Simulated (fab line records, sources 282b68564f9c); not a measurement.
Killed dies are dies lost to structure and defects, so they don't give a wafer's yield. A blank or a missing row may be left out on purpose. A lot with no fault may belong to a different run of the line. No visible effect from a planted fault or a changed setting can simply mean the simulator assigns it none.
A lot that was struck, set against a sound lot :: flow rit cmos :: 43 out of 202 route steps
Sound: the wafers L348.4, L348.5, L348.6. Wafers L354.1, L354.4, L354.6 were the ones struck. At the end, the cause is stated.
At each step with rows: each side's tool, then ch and its chambers, then its first start. Under that, the readings that differ: sound wafers :: struck wafers :: difference of the means :: sigmas: that difference in standard deviations of wafers without a fault.
alike: same words and numbers on both sides, and readings whose means sit less than 2 such deviations apart. not compared: any withheld reading, any reading some wafer has no value for, any bound like >300 that may hide the same value, and any number with overlapping values for which the record gives no deviation.
Wherever a step has rows on one side only, a row that says differs or no value, or a row with sigmas, the two part there. When numbers do not overlap yet have no deviation, they are printed without sigmas and do not part them. A reading missing from all wafers of one side parts the sides only when that side holds two or more wafers.

first, 1 step without rows for these wafers: RIT_PRETRO_DEVELOP_05 (develop time 68 s).
RIT_PRETRO_OVL_MEAS_06:
  sound: overlay-01 at day 3 23:36; struck: overlay-01 at day 5 08:06
  alike: PRETRO_OVL
then, 2 steps without rows for these wafers: RIT_PRETRO_HARDBAKE_07 (time 120 s); RIT_PRETRO_IMPLANT_08.
RIT_PRETRO_STRIP_09: strips in O2, time 180 s.
  sound on plasma asher-02 ch 0,1, day 4 00:05; struck on plasma asher-03 ch 0, day 5 08:32
  alike: drypump motor current A
  not compared: rf hours counter h
RIT_PRETRO_TW_MEAS_10:
  sound: film metro-03 at day 4 00:14; struck: film metro-01 at day 5 08:43
reading: PRETRO_TW
sound: 477.5 475.4 478.0
struck: 472.6 471.6 472.5
difference: -4.7
sigmas: -2
then, 5 steps without rows for these wafers: RIT_GATE_WET_ETCH_00 (etches SiO2 in BOE, target depth 56 nm, time 60 s); RIT_GATE_CLEAN_01 (cleans in SC1, time 600 s); RIT_GATE_CLEAN_02 (cleans in dHF, time 30 s); RIT_GATE_CLEAN_03 (cleans in SC2, time 600 s); RIT_GATE_CLEAN_04 (cleans in dHF, time 60 s).
RIT_FOX2_THK_MEAS_91:
  sound: film metro-01 at day 4 00:44; struck: film metro-01 at day 5 09:11
  alike: FIELD_OXIDE_LEFT_2_THK
RIT_GATE_OXIDATION_05: target thk 3 nm, ox time 270 s.
  sound on furnace-03 ch 0, day 4 02:29; struck on furnace-03 ch 0, day 5 10:40
  alike: spike tc load C
then, 1 step without rows for these wafers: RIT_GATE_ANNEAL_06 (time 600 s).
RIT_GATE_THK_MEAS_07:
  sound: film metro-01 at day 4 08:04; struck: film metro-01 at day 5 13:19
  alike: GATE_OXIDE_THK
then, 1 step without rows for these wafers: RIT_GATE_CVD_08 (deposits poly-Si from SiH4, target thk 250 nm, time 2220 s).
RIT_GATE_THK_MEAS_09:
  sound: film metro-02 at day 4 10:32; struck: film metro-04 at day 5 16:10
  alike: GATE_POLY_THK
then, 6 steps without rows for these wafers: RIT_GATE_HMDS_10 (prime time 60 s); RIT_GATE_COAT_11 (resist thk 850 nm); RIT_GATE_SOFTBAKE_12 (time 60 s); RIT_GATE_EXPOSE_13 (exposes mask M6, target cd 150 nm); RIT_GATE_PEB_14; RIT_GATE_DEVELOP_15 (develop time 50 s).
RIT_GATE_CD_MEAS_16: target cd 150 nm.
  sound: cd sem-02 at day 4 11:29; struck: cd sem-02 at day 5 17:32
reading: cd nm (nm)
sound: 151.8 152.2 153.0
struck: 147.0 145.9 143.8
difference: -6.8
sigmas: -3
RIT_GATE_OVL_MEAS_17:
  sound: overlay-01 at day 4 11:34; struck: overlay-02 at day 5 17:39
  alike: GATE_OVL
then, 1 step without rows for these wafers: RIT_GATE_HARDBAKE_18 (time 60 s).
RIT_GATE_ETCH_19: etches poly-Si in SF6/CHF3/O2, stops on SiO2, time 165 s, target depth 312.5 nm.
  sound on rie si-01 ch 1,2,3, day 4 11:53; struck on rie si-01 ch 0,3, day 5 17:50
  alike: drypump motor current A, oes product au, throttle valve pct
  not compared: rf hours counter h
RIT_GATE_STRIP_20: strips in O2, time 180 s.
  sound on plasma asher-03 ch 0,1, day 4 12:03; struck on plasma asher-01 ch 0,1, day 5 17:57
  alike: drypump motor current A
  not compared: rf hours counter h
RIT_GATE_CD_MEAS_90: target cd 150 nm.
  sound: cd sem-02 at day 4 12:13; struck: cd sem-01 at day 5 18:07
reading: cd nm (nm)
sound: 152.4 152.1 153.4
struck: 146.9 146.2 144.0
difference: -6.9
sigmas: -3
then, 4 steps without rows for these wafers: RIT_REOX_CLEAN_00 (cleans in SC1, time 600 s); RIT_REOX_CLEAN_01 (cleans in dHF, time 30 s); RIT_REOX_CLEAN_02 (cleans in SC2, time 600 s); RIT_REOX_OXIDATION_03 (target thk 25.2 nm, ox time 5580 s).
RIT_REOX_THK_MEAS_04:
  sound: film metro-01 at day 4 15:14; struck: film metro-01 at day 5 21:53
  alike: REOX_OXIDE_THK
then, 6 steps without rows for these wafers: RIT_NLDD_HMDS_00 (prime time 60 s); RIT_NLDD_COAT_01 (resist thk 1000 nm); RIT_NLDD_SOFTBAKE_02 (time 60 s); RIT_NLDD_EXPOSE_03 (exposes mask M7, target cd 40700 nm); RIT_NLDD_PEB_04; RIT_NLDD_DEVELOP_05 (develop time 50 s).
RIT_NLDD_OVL_MEAS_06:
  sound: overlay-01 at day 4 16:15; struck: overlay-01 at day 5 22:56
  alike: NLDD_OVL
then, 1 step without rows for these wafers: RIT_NLDD_HARDBAKE_07 (time 60 s).
RIT_M1_PROBE_99:
  sound: prober-01 at day 5 08:49; struck: prober-02 at day 6 14:26
reading: killed at front end
sound: 5 9 4
struck: 163 156 174
difference: +158
sigmas: +59

reading: killed dies
sound: 5 9 4
struck: 163 156 174
difference: +158
sigmas: +59

reading: killed on rim
sound: 2 2 3
struck: 42 36 46
difference: +39
sigmas: +32
  alike: killed at contacts, killed open, killed short

== WHERE THEY PART ==
First at RIT_PRETRO_TW_MEAS_10; last, within this record, at RIT_M1_PROBE_99.

WHY: the cause the simulator had injected
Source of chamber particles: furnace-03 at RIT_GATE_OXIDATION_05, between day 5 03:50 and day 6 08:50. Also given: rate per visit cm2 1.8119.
